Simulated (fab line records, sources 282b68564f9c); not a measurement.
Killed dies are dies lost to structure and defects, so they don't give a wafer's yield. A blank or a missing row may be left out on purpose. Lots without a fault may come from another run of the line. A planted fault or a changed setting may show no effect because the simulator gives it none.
fab line records | flow rit_cmos
record lots=12 wafers=36 last_day=7
route steps=202 shown ACTIVE@1 CONTACT@171 M1@193
lots that met no fault: from a run of the same line without faults
start_h: hours from the record's first day to the start of the lot's first wafer shown | wait_h: hours since the lot's step before | " the same as in the row above | L1.1+2: a row that stands for several wafers | - no value, or no start given | * or withheld: withheld | < > ~ a bound
route shown NAME@n: a module of which the file shows steps, and the number in the route of the first | usual: mean/standard deviation of fault-free wafers | same: alike in all rows | chamber/n: place in a boat | sites: the reading at each site | _std_site: their standard deviation | _edge_site: outer sites' mean less inner sites' | radius_mm: how far each site lies from the wafer's centre | mask NAME#n: copy n | behind: the tool/chamber that last shaped the wafer | hold: why the lot was held/for how many hours/how that ended | device: the transistor (n, p or np) that didn't switch | end of line: the same wafers' tests at the end of the route | a step without rows: its recipe alone | killed: dies lost to structure and defects at the first sort, not the wafer's yield | map: a wafer's dies, x killed, . not, _ none there
set.NAME: the setting as run; set.NAME@STEP: as run at that earlier step | model.NAME: the simulator's own value behind a step, which no gauge read
steps of the route over a sample of lots; a table a step, a row a wafer
## steps
# step RIT_ACTIVE_BOW_MEAS_00
# recipe mode=bow
# usual INCOMING_BOW=0/6.2
# columns lot.wafer tool chamber start_h wait_h INCOMING_BOW[um]
L257.1 film_metro-04 - 10.00 - -2
L257.4 " - " " 4
L257.5 " - " " -4
L258.1 film_metro-04 - 15.00 - 0
L258.3 " - " " 5
L258.6 " - " " 8
L259.1 film_metro-04 - 20.00 - -2
L259.2 " - " " -4
L259.4 " - " " 10
L261.1 film_metro-01 - 30.00 - -12
L261.5 " - " " -3
L261.6 " - " " -5
L262.1 film_metro-01 - 35.00 - -3
L262.4 " - " " 3
L262.5 " - " " 1
L267.2 film_metro-01 - 60.02 - -1
L267.3 " - " " 9
L267.4 " - " " -6
L268.2 film_metro-03 - 65.02 - -4
L268.5 " - " " 0
L268.6 " - " " -5
L274.3 film_metro-04 - 95.04 - 1
L274.5 " - " " 4
L274.6 " - " " 0
L277.1 film_metro-03 - 110.00 - -1
L277.4 " - " " -10
L277.6 " - " " 2
L278.2 film_metro-03 - 115.02 - -2
L278.5 " - " " 3
L278.6 " - " " -1
L279.1 film_metro-01 - 120.00 - -4
L279.3 " - " " 1
L279.4 " - " " 5
L280.4 film_metro-01 - 125.06 - 6
L280.5 " - " " -1
L280.6 " - " " 6
# step RIT_CONTACT_COAT_03
# recipe resist=NOVOLAK spin_rpm=3250 resist_thk_nm=1000
# usual dispense_pressure_kPa=53.6/1.1 spin_speed_rpm=3250.3/2.3
# columns lot.wafer tool chamber start_h wait_h dispense_pressure_kPa spin_speed_rpm
L257.1 litho_track-04 0 55.77 0.1 53.5 3250.8
L257.4 " 0 " " 53.6 3251.2
L257.5 " 0 " " 53.5 3248.1
L258.1 litho_track-02 0 58.20 0.1 52.7 3248.0
L258.3 " 0 " " 52.7 3247.6
L258.6 " 0 " " 52.8 3247.6
L259.1 litho_track-04 0 64.24 0.1 53.5 3250.8
L259.2 " 0 " " 53.5 3250.3
L259.4 " 0 " " 53.5 3250.7
L261.1 litho_track-01 0 73.35 0.1 55.6 3247.0
L261.5 " 0 " " 55.6 3247.9
L261.6 " 0 " " 55.6 3252.4
L262.1 litho_track-02 0 80.00 0.1 52.8 3252.2
L262.4 " 0 " " 52.7 3255.4
L262.5 " 0 " " 52.8 3251.9
L267.2 litho_track-02 0 108.79 0.1 52.7 3720.5
L267.3 " 0 " " 52.8 3718.3
L267.4 " 0 " " 52.7 3714.0
L268.2 litho_track-02 0 113.83 0.1 52.8 3714.9
L268.5 " 0 " " 52.7 3718.6
L268.6 " 0 " " 52.7 3713.5
L274.3 litho_track-01 0 141.93 0.1 55.6 3250.0
L274.5 " 0 " " 55.6 3257.8
L274.6 " 0 " " 55.5 3252.0
L277.1 litho_track-04 0 155.99 0.1 53.5 3248.8
L277.4 " 0 " " 53.5 3250.2
L277.6 " 0 " " 53.5 3250.2
L278.2 litho_track-01 0 161.85 0.1 55.5 3252.0
L278.5 " 0 " " 55.6 3248.2
L278.6 " 0 " " 55.6 3251.2
L279.1 litho_track-04 0 163.69 0.1 53.5 3251.9
L279.3 " 0 " " 53.5 3251.3
L279.4 " 0 " " 53.5 3251.4
L280.4 litho_track-01 0 169.05 0.1 55.6 3248.3
L280.5 " 0 " " 55.6 3248.5
L280.6 " 0 " " 55.6 3245.7
# step RIT_CONTACT_CD_MEAS_08
# recipe target_cd_nm=1000
# usual cd_nm=999.5/2.4
# columns lot.wafer tool chamber start_h wait_h hold cd_nm
L257.1 cd_sem-02 - 56.62 - - 998.0
L257.4 " - " " - 1001.1
L257.5 " - " " - 1000.2
L258.1 cd_sem-02 - 59.02 - - 1000.9
L258.3 " - " " - 999.4
L258.6 " - " " - 1002.1
L259.1 cd_sem-01 - 65.06 - - 996.9
L259.2 " - " " - 997.7
L259.4 " - " " - 996.7
L261.1 cd_sem-02 - 74.17 - - 1000.5
L261.5 " - " " - 1001.1
L261.6 " - " " - 999.1
L262.1 cd_sem-02 - 80.94 - - 1000.8
L262.4 " - " " - 1003.7
L262.5 " - " " - 1004.2
L267.2 cd_sem-02 - 109.60 - await_dispo/0.2h/release 1006.3
L267.3 " - " " await_dispo/0.2h/release 1009.2
L267.4 " - " " await_dispo/0.2h/release 1009.2
L267.2 cd_sem-02 - 109.89 0.3 - 1006.4
L267.3 " - " " - 1008.2
L267.4 " - " " - 1009.0
L268.2 cd_sem-02 - 114.65 - - 1005.5
L268.5 " - " " - 1004.6
L268.6 " - " " - 1002.9
L274.3 cd_sem-02 - 142.74 - - 999.0
L274.5 " - " " - 1000.1
L274.6 " - " " - 1000.4
L277.1 cd_sem-02 - 156.80 - - 998.6
L277.4 " - " " - 996.3
L277.6 " - " " - 999.1
L278.2 cd_sem-02 - 162.79 - - 998.8
L278.5 " - " " - 997.5
L278.6 " - " " - 1001.1
L279.1 cd_sem-02 - 164.51 - - 997.1
L279.3 " - " " - 997.4
L279.4 " - " " - 998.8
L280.4 cd_sem-01 - 169.97 - - 998.8
L280.5 " - " " - 1000.9
L280.6 " - " " - 1002.0
# step RIT_M1_CD_MEAS_09
# recipe target_cd_nm=2600
# usual cd_nm=2600.1/2.1
# columns lot.wafer tool chamber start_h wait_h cd_nm
L257.1 cd_sem-01 - 59.33 - 2597.6
L257.4 " - " " 2596.6
L257.5 " - " " 2596.2
L258.1 cd_sem-01 - 61.66 - 2602.4
L258.3 " - " " 2602.7
L258.6 " - " " 2600.5
L259.1 cd_sem-02 - 67.70 - 2597.5
L259.2 " - " " 2598.4
L259.4 " - " " 2599.1
L261.1 cd_sem-02 - 76.67 - 2599.4
L261.5 " - " " 2601.9
L261.6 " - " " 2603.0
L262.1 cd_sem-02 - 83.51 - 2600.9
L262.4 " - " " 2598.8
L262.5 " - " " 2597.8
L267.2 cd_sem-02 - 113.54 - 2599.6
L267.3 " - " " 2597.9
L267.4 " - " " 2598.5
L268.2 cd_sem-01 - 117.33 - 2603.2
L268.5 " - " " 2602.0
L268.6 " - " " 2600.0
L274.3 cd_sem-02 - 145.24 - 2598.9
L274.5 " - " " 2599.2
L274.6 " - " " 2597.1
L277.1 cd_sem-02 - 159.32 - 2600.0
L277.4 " - " " 2599.2
L277.6 " - " " 2598.8
L278.2 cd_sem-01 - 165.55 - 2600.8
L278.5 " - " " 2601.8
L278.6 " - " " 2601.0
L279.1 cd_sem-02 - 167.35 - 2603.8
L279.3 " - " " 2601.6
L279.4 " - " " 2602.5
L280.4 cd_sem-02 - 172.48 - 2601.6
L280.5 " - " " 2600.7
L280.6 " - " " 2600.5
# step RIT_M1_BOW_MEAS_16
# recipe mode=bow
# usual M1_BOW=17/6.7
# columns lot.wafer tool chamber start_h wait_h M1_BOW[um]
L257.1 film_metro-01 - 61.87 0.0 15
L257.4 " - " " 24
L257.5 " - " " 13
L258.1 film_metro-01 - 64.20 0.0 18
L258.3 " - " " 21
L258.6 " - " " 25
L259.1 film_metro-03 - 70.40 0.0 19
L259.2 " - " " 18
L259.4 " - " " 32
L261.1 film_metro-04 - 79.20 0.0 7
L261.5 " - " " 15
L261.6 " - " " 14
L262.1 film_metro-01 - 86.06 0.0 12
L262.4 " - " " 18
L262.5 " - " " 18
L267.2 film_metro-01 - 116.39 0.0 16
L267.3 " - " " 26
L267.4 " - " " 11
L268.2 film_metro-04 - 119.86 0.0 15
L268.5 " - " " 17
L268.6 " - " " 13
L274.3 film_metro-01 - 147.79 0.1 18
L274.5 " - " " 21
L274.6 " - " " 18
L277.1 film_metro-01 - 161.87 0.0 12
L277.4 " - " " 5
L277.6 " - " " 18
L278.2 film_metro-03 - 168.10 0.0 19
L278.5 " - " " 23
L278.6 " - " " 18
L279.1 film_metro-03 - 169.89 0.0 15
L279.3 " - " " 19
L279.4 " - " " 23
L280.4 film_metro-01 - 175.01 0.1 22
L280.5 " - " " 14
L280.6 " - " " 23
# step RIT_M1_PROBE_99
# usual killed_at_contacts=0.1/0.34 killed_at_front_end=6.6/2.7 killed_dies=6.7/2.7 killed_open=3.5/1.9 killed_short=3.1/1.8
# same gross_dies=264 killed_at_M0_to_M3=0 killed_at_M4_up=0 killed_at_back_side=0 killed_at_other=0
# columns lot.wafer tool chamber start_h wait_h killed_at_contacts killed_at_front_end killed_dies killed_open killed_short
L267.2 prober-01 - 116.54 0.1 0 6 6 2 4
L267.3 prober-01 - 116.59 0.2 0 5 5 3 2
L267.4 prober-01 - 116.64 0.2 0 6 6 5 1
# killed by level:class
L267.2 GATE:geometric_particle:short=2 SPACER:geometric_particle:open=2 REOX:geometric_particle:short=1 SILICIDE:geometric_particle:short=1
L267.3 GATE:geometric_particle:open=2 GATE:geometric_particle:short=1 SPACER:geometric_particle:open=1 REOX:geometric_particle:short=1
L267.4 FOX2:geometric_particle:open=2 GATE:geometric_particle:open=2 REOX:geometric_particle:short=1 REOX:geometric_particle:open=1
## key
first_sign step=RIT_CONTACT_COAT_03 reading=spin_speed_rpm direction=up sigmas=99+ usual=3250.3 struck=3716.6
effect step=RIT_CONTACT_CD_MEAS_08 reading=visit direction=added
met_at RIT_CONTACT_COAT_03
struck_lots L267,L268
tester_left_out L267,L268
not_acting_at RIT_ACTIVE_BOW_MEAS_00,RIT_M1_CD_MEAS_09,RIT_M1_BOW_MEAS_16
onset_between 80.00 108.79
fault kind=process_parameter_drift tool=litho_track-02 chamber=- onset_h=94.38 steps=RIT_CONTACT_COAT_03 channel=spin_rpm offset=466.42 shape=step end_h=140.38 acts_in=these_recipes_only stated=3250
# tester_left_out: of these lots the tester's yield and bins aren't shown, on N5 and GAA mostly nor the transistor test; their killed dies are dies lost to structure and defects alone, not to doping, threshold or leakage, so they don't give the yield
